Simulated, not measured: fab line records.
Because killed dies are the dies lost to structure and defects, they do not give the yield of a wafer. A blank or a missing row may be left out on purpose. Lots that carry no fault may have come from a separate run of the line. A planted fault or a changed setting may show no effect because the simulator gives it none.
The tool behind it: which one? :: flow berkeley-cmos170 :: 14 lots with 42 wafers sampled at 3 steps, on a route of 331 steps

## WHAT EACH GAUGE READ, for each wafer
UCB170_CONTACT_CD_MEAS_15: target cd 700 nm.
lot: L342
measured: day 7 08:22
on: cd-sem-01
cd-nm (nm): 701.0 698.9 699.0

lot: L344
measured: day 7 21:21
on: cd-sem-02
cd-nm (nm): 700.7 701.1 700.9

lot: L345
measured: day 7 21:09
on: cd-sem-01
cd-nm (nm): 699.0 698.7 697.9

lot: L343
measured: day 7 23:16
on: cd-sem-02
cd-nm (nm): 699.1 698.6 699.8

lot: L346
measured: day 8 03:56
on: cd-sem-01
cd-nm (nm): 700.2 702.1 700.7

lot: L348
measured: day 8 10:56
on: cd-sem-01
cd-nm (nm): 700.2 700.0 700.2

lot: L349
measured: day 8 11:28
on: cd-sem-02
cd-nm (nm): 700.2 701.6 701.5

lot: L351
measured: day 8 11:16
on: cd-sem-01
cd-nm (nm): 701.5 700.8 699.4

lot: L350
measured: day 8 12:10
on: cd-sem-02
cd-nm (nm): 700.1 700.4 701.5

lot: L352
measured: day 9 08:43
on: cd-sem-01
cd-nm (nm): 702.7 700.8 702.4

lot: L356
measured: day 10 10:13
on: cd-sem-02
cd-nm (nm): 701.8 700.5 702.0

lot: L360
measured: day 10 19:59
on: cd-sem-02
cd-nm (nm): 700.5 701.1 699.9

lot: L362
measured: day 11 12:26
on: cd-sem-01
cd-nm (nm): 698.4 699.2 698.3

lot: L365
measured: day 12 03:04
on: cd-sem-02
cd-nm (nm): 701.5 699.5 700.5

UCB170_CONTACT_OVL_MEAS_16.
lot: L342
measured: day 7 08:29
on: overlay-01
CONTACT_OVL (nm): 7 4 7

lot: L344
measured: day 7 21:28
on: overlay-01
CONTACT_OVL (nm): -3 -2 -7

lot: L345
measured: day 7 21:14
on: overlay-02
CONTACT_OVL (nm): -3 -6 -4

lot: L343
measured: day 7 23:22
on: overlay-01
CONTACT_OVL (nm): -3 -5 -2

lot: L346
measured: day 8 04:02
on: overlay-02
CONTACT_OVL (nm): 2 7 10

lot: L348
measured: day 8 11:03
on: overlay-02
CONTACT_OVL (nm): -6 -3 5

lot: L349
measured: day 8 11:35
on: overlay-02
CONTACT_OVL (nm): 1 3 -1

lot: L351
measured: day 8 11:20
on: overlay-02
CONTACT_OVL (nm): -6 -10 -8

lot: L350
measured: day 8 12:17
on: overlay-01
CONTACT_OVL (nm): -3 1 0

lot: L352
measured: day 9 08:50
on: overlay-02
CONTACT_OVL (nm): 2 4 11

lot: L356
measured: day 10 10:19
on: overlay-01
CONTACT_OVL (nm): 0 3 -1

lot: L360
measured: day 10 20:05
on: overlay-02
CONTACT_OVL (nm): 8 3 5

lot: L362
measured: day 11 12:31
on: overlay-02
CONTACT_OVL (nm): 10 8 14

lot: L365
measured: day 12 03:11
on: overlay-01
CONTACT_OVL (nm): 3 -1 2

## EACH LOT AND THE TOOL THAT RAN IT (in order: tool; ch and the chambers of the sampled wafers; start)
lot: L342
UCB170_CONTACT_RTA_08: rtp-anneal-01 ch 0, day 7 07:17

lot: L344
UCB170_CONTACT_RTA_08: rtp-anneal-01 ch 0, day 7 19:45

lot: L345
UCB170_CONTACT_RTA_08: rtp-anneal-02 ch 0, day 7 19:46

lot: L343
UCB170_CONTACT_RTA_08: rtp-anneal-02 ch 0, day 7 21:28

lot: L346
UCB170_CONTACT_RTA_08: rtp-anneal-01 ch 0, day 8 02:44

lot: L348
UCB170_CONTACT_RTA_08: rtp-anneal-01 ch 0, day 8 09:31

lot: L349
UCB170_CONTACT_RTA_08: rtp-anneal-01 ch 0, day 8 10:04

lot: L351
UCB170_CONTACT_RTA_08: rtp-anneal-02 ch 0, day 8 10:06

lot: L350
UCB170_CONTACT_RTA_08: rtp-anneal-01 ch 0, day 8 11:03

lot: L352
UCB170_CONTACT_RTA_08: rtp-anneal-01 ch 0, day 9 07:26

lot: L356
UCB170_CONTACT_RTA_08: rtp-anneal-02 ch 0, day 10 09:18

lot: L360
UCB170_CONTACT_RTA_08: rtp-anneal-01 ch 0, day 10 19:04

lot: L362
UCB170_CONTACT_RTA_08: rtp-anneal-02 ch 0, day 11 10:48

lot: L365
UCB170_CONTACT_RTA_08: rtp-anneal-02 ch 0, day 12 01:44
- UCB170_CONTACT_RTA_08: time 10 s.

## AS READ BY THE TOOLS THEMSELVES (means over the sampled wafers that have a number; for cases with no such wafer, the mark the record gives instead)
UCB170_CONTACT_RTA_08.
lot: L342
tool: rtp-anneal-01
lamp-power-pct (%): 23.23
wafer_temp_C_max: 902.3

lot: L344
tool: rtp-anneal-01
lamp-power-pct (%): 23.22
wafer_temp_C_max: 902.4

lot: L345
tool: rtp-anneal-02
lamp-power-pct (%): 23.11
wafer_temp_C_max: 902.0

lot: L343
tool: rtp-anneal-02
lamp-power-pct (%): 23.08
wafer_temp_C_max: 902.5

lot: L346
tool: rtp-anneal-01
lamp-power-pct (%): 23.24
wafer_temp_C_max: 902.7

lot: L348
tool: rtp-anneal-01
lamp-power-pct (%): 23.22
wafer_temp_C_max: 902.7

lot: L349
tool: rtp-anneal-01
lamp-power-pct (%): 23.21
wafer_temp_C_max: 904.0

lot: L351
tool: rtp-anneal-02
lamp-power-pct (%): 23.09
wafer_temp_C_max: 901.8

lot: L350
tool: rtp-anneal-01
lamp-power-pct (%): 23.23
wafer_temp_C_max: 903.2

lot: L352
tool: rtp-anneal-01
lamp-power-pct (%): 23.22
wafer_temp_C_max: 902.1

lot: L356
tool: rtp-anneal-02
lamp-power-pct (%): 23.09
wafer_temp_C_max: 901.9

lot: L360
tool: rtp-anneal-01
lamp-power-pct (%): 23.23
wafer_temp_C_max: 903.1

lot: L362
tool: rtp-anneal-02
lamp-power-pct (%): 23.09
wafer_temp_C_max: 902.1

lot: L365
tool: rtp-anneal-02
lamp-power-pct (%): 23.10
wafer_temp_C_max: 901.5

## THE ANSWER, worked out from the rows above alone
Rule: the lots themselves supply what counts as usual. The widest of any qualifying gaps counts: lots, ordered by their means at a reading, are off when they make up no more than a third of the lots, leave a main group of 4 or more, and stand apart from it by 3 or more times the standard deviation of that group's means. If all means in a main group match to the digits the tables above print for the reading, that group is not used. Also off: a lot with no number at a reading for which 4 or more lots have one. Any other lot the step has rows for is counted as sound. After the gauges, taken in route order, come the tools' own readings; for these a lot's mean is taken, as printed above. At the first step where some lot is off, the reading lying furthest off is the one used; lots without a number count as furthest.
Nothing can be told from this: no lot is off at any reading shown.

## WHAT THE SIMULATOR PUT IN
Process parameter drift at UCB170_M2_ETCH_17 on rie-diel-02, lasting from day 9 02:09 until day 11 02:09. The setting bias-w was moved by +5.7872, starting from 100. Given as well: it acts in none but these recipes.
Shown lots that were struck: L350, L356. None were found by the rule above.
